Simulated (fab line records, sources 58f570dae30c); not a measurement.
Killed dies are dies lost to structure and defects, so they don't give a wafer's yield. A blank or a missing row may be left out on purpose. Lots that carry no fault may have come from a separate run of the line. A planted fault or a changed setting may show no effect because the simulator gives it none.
The same fault as seen by 2 desks | flow berkeley-cmos170 | each desk holds nothing but its own numbers, with what lay behind them at the end

## AT THE METROLOGY DESK
What the gauges read, lot by lot, whatever tool the lot ran on: means of the sampled wafers that have a number. A lot is out of limits, marked OUT, if its mean lies more than 4 standard deviations from the usual mean; the brackets give that distance.
Columns: A = ACTIVE_OVL at UCB170_ACTIVE_OVL_MEAS_14, usual 1 nm; B = cd-nm at UCB170_ACTIVE_CD_MEAS_90, usual 1199.7 nm; C = PFIELD_OVL at UCB170_PFIELD_OVL_MEAS_06, usual 1 nm
lot  | first seen here | A  | B      | C
L629 | day 6 12:11     | -3 | 1199.9 | 0
L627 | day 6 12:42     | 5  | 1201.9 | -6
L631 | day 7 02:34     | 6  | 1199.1 | 5
L633 | day 7 19:11     | -7 | 1199.3 | 7
L635 | day 8 02:51     | -4 | 1200.9 | 1
L638 | day 8 13:43     | -7 | 1198.7 | -1
This desk's finding: nothing out of limits on any of the 6 lots.

## DESK OF THE TOOL OWNER: implanter-04
The tool's own readings at UCB170_PFIELD_IMPLANT_07, given as means over the sampled wafers that have a number, one for each lot that went through this tool. A lot is out of limits, marked OUT, if its mean lies more than 4 standard deviations from the usual mean; the brackets give that distance.
Columns: A = dose-ions-cm2 at UCB170_PFIELD_IMPLANT_07, usual 2e+13; B = faraday-current-uA at UCB170_PFIELD_IMPLANT_07, usual 63.6
lot  | first seen here | A               | B
L629 | day 6 14:53     | 2e+13           | 63.3
L631 | day 7 04:00     | 2e+13           | 64.6
L633 | day 7 22:56     | 2e+13 (-55) OUT | 60.1
L635 | day 8 05:43     | 2e+13 (-56) OUT | 59.2
This desk finds L633, L635 out of limits, L633 being first, at day 7 22:56 (dose-ions-cm2 at UCB170_PFIELD_IMPLANT_07). Within limits: L629, L631.

## PUT TOGETHER
The tool owner's desk had the chance to raise an alarm at day 7 22:56 on L633, L635.
Nothing out of limits was seen by the metrology desk.
The metrology desk holds a record of L633, L635, inside its limits.
Of the lots named, all ran UCB170_PFIELD_IMPLANT_07 on implanter-04.

## WHAT HAD BEEN PUT IN BY THE SIMULATOR
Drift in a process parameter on implanter-04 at UCB170_PFIELD_IMPLANT_07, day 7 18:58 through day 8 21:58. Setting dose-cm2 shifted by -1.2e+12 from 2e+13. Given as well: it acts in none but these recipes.
Lots struck among those shown: L633, L635.
Hours from the fault's start to each desk's first reading out of limits: the tool owner's desk, 4.
